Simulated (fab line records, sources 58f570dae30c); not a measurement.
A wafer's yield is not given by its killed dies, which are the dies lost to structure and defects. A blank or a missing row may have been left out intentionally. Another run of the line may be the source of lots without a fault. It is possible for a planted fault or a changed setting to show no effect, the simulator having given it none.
Split-lot study :: flow berkeley cmos170 :: 23 wafers read across 5 lots, on a route 331 steps long

== ON THE SPLIT ==
At UCB170_SCREENOX_OXIDATION_01 (target thk 14.4 nm, ox time 2400 s), the setting ox time s was moved away from the recipe's 2400 s on 15 of the 23 wafers read, by -8.0% to +5.7%. This setting was run at the recipe's value on the other wafers.

The reading is taken at the split's own step.

== THE READING ==
SiO2_of_SCREENOX_OXIDATION_01.thk nm (the simulator's own value, which no gauge read), in nm, at UCB170_SCREENOX_OXIDATION_01 (target thk 14.4 nm, ox time 2400 s). There is no usual value for it anywhere in the file. The 8 wafers here that ran the recipe average 14.80 nm, standard deviation 0.14 nm.

wafer: L076.1
tool, chamber at the split: furnace-04, 0
ox time s as run, s: 2400
against the recipe: recipe
SiO2_of_SCREENOX_OXIDATION_01.thk nm, nm: 14.78
against lot-mates on the recipe: -

wafer: L076.4
tool, chamber at the split: furnace-04, 0
ox time s as run, s: 2400
against the recipe: recipe
SiO2_of_SCREENOX_OXIDATION_01.thk nm, nm: 15.01
against lot-mates on the recipe: -

wafer: L076.6
tool, chamber at the split: furnace-04, 0
ox time s as run, s: 2400
against the recipe: recipe
SiO2_of_SCREENOX_OXIDATION_01.thk nm, nm: 14.5
against lot-mates on the recipe: -

wafer: L079.1
tool, chamber at the split: -, -
ox time s as run, s: 2528
against the recipe: +5.3%
SiO2_of_SCREENOX_OXIDATION_01.thk nm, nm: 14.9
against lot-mates on the recipe: no lot-mate on the recipe

wafer: L079.2
tool, chamber at the split: -, -
ox time s as run, s: 2528
against the recipe: +5.3%
SiO2_of_SCREENOX_OXIDATION_01.thk nm, nm: 14.82
against lot-mates on the recipe: no lot-mate on the recipe

wafer: L079.3
tool, chamber at the split: -, -
ox time s as run, s: 2528
against the recipe: +5.3%
SiO2_of_SCREENOX_OXIDATION_01.thk nm, nm: 14.77
against lot-mates on the recipe: no lot-mate on the recipe

wafer: L079.4
tool, chamber at the split: -, -
ox time s as run, s: 2528
against the recipe: +5.3%
SiO2_of_SCREENOX_OXIDATION_01.thk nm, nm: 14.59
against lot-mates on the recipe: no lot-mate on the recipe

wafer: L079.5
tool, chamber at the split: -, -
ox time s as run, s: 2528
against the recipe: +5.3%
SiO2_of_SCREENOX_OXIDATION_01.thk nm, nm: 15
against lot-mates on the recipe: no lot-mate on the recipe

wafer: L081.1
tool, chamber at the split: -, -
ox time s as run, s: 2400
against the recipe: recipe
SiO2_of_SCREENOX_OXIDATION_01.thk nm, nm: 14.88
against lot-mates on the recipe: -

wafer: L081.2
tool, chamber at the split: -, -
ox time s as run, s: 2400
against the recipe: recipe
SiO2_of_SCREENOX_OXIDATION_01.thk nm, nm: 14.8
against lot-mates on the recipe: -

wafer: L081.3
tool, chamber at the split: -, -
ox time s as run, s: 2400
against the recipe: recipe
SiO2_of_SCREENOX_OXIDATION_01.thk nm, nm: 14.69
against lot-mates on the recipe: -

wafer: L081.5
tool, chamber at the split: -, -
ox time s as run, s: 2400
against the recipe: recipe
SiO2_of_SCREENOX_OXIDATION_01.thk nm, nm: 14.84
against lot-mates on the recipe: -

wafer: L081.6
tool, chamber at the split: -, -
ox time s as run, s: 2400
against the recipe: recipe
SiO2_of_SCREENOX_OXIDATION_01.thk nm, nm: 14.87
against lot-mates on the recipe: -

wafer: L082.2
tool, chamber at the split: -, -
ox time s as run, s: 2536
against the recipe: +5.7%
SiO2_of_SCREENOX_OXIDATION_01.thk nm, nm: 15.15
against lot-mates on the recipe: no lot-mate on the recipe

wafer: L082.3
tool, chamber at the split: -, -
ox time s as run, s: 2536
against the recipe: +5.7%
SiO2_of_SCREENOX_OXIDATION_01.thk nm, nm: 15.04
against lot-mates on the recipe: no lot-mate on the recipe

wafer: L082.4
tool, chamber at the split: -, -
ox time s as run, s: 2536
against the recipe: +5.7%
SiO2_of_SCREENOX_OXIDATION_01.thk nm, nm: 15.21
against lot-mates on the recipe: no lot-mate on the recipe

wafer: L082.5
tool, chamber at the split: -, -
ox time s as run, s: 2536
against the recipe: +5.7%
SiO2_of_SCREENOX_OXIDATION_01.thk nm, nm: 15.39
against lot-mates on the recipe: no lot-mate on the recipe

wafer: L082.6
tool, chamber at the split: -, -
ox time s as run, s: 2536
against the recipe: +5.7%
SiO2_of_SCREENOX_OXIDATION_01.thk nm, nm: 15.17
against lot-mates on the recipe: no lot-mate on the recipe

wafer: L084.1
tool, chamber at the split: -, -
ox time s as run, s: 2208
against the recipe: -8.0%
SiO2_of_SCREENOX_OXIDATION_01.thk nm, nm: 14.05
against lot-mates on the recipe: no lot-mate on the recipe

wafer: L084.5
tool, chamber at the split: -, -
ox time s as run, s: 2208
against the recipe: -8.0%
SiO2_of_SCREENOX_OXIDATION_01.thk nm, nm: 14.05
against lot-mates on the recipe: no lot-mate on the recipe

wafer: L084.2
tool, chamber at the split: -, -
ox time s as run, s: 2208
against the recipe: -8.0%
SiO2_of_SCREENOX_OXIDATION_01.thk nm, nm: 13.97
against lot-mates on the recipe: no lot-mate on the recipe

wafer: L084.4
tool, chamber at the split: -, -
ox time s as run, s: 2208
against the recipe: -8.0%
SiO2_of_SCREENOX_OXIDATION_01.thk nm, nm: 14.09
against lot-mates on the recipe: no lot-mate on the recipe

wafer: L084.6
tool, chamber at the split: -, -
ox time s as run, s: 2208
against the recipe: -8.0%
SiO2_of_SCREENOX_OXIDATION_01.thk nm, nm: 14.25
against lot-mates on the recipe: no lot-mate on the recipe

FIT RESULTS
A straight line over all 23 wafers: SiO2_of_SCREENOX_OXIDATION_01.thk nm changes by +0.0673 nm for each +1% of ox time s; r = +0.88; the points scatter about the line by 0.2 nm.
Too few moved wafers have a lot-mate on the recipe to fit a line with each lot's own level taken away.

== THE FILE'S OWN FIT ==
SiO2_of_SCREENOX_OXIDATION_01.thk nm changes by +0.0675 nm for each +1% of ox time s, r = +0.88.
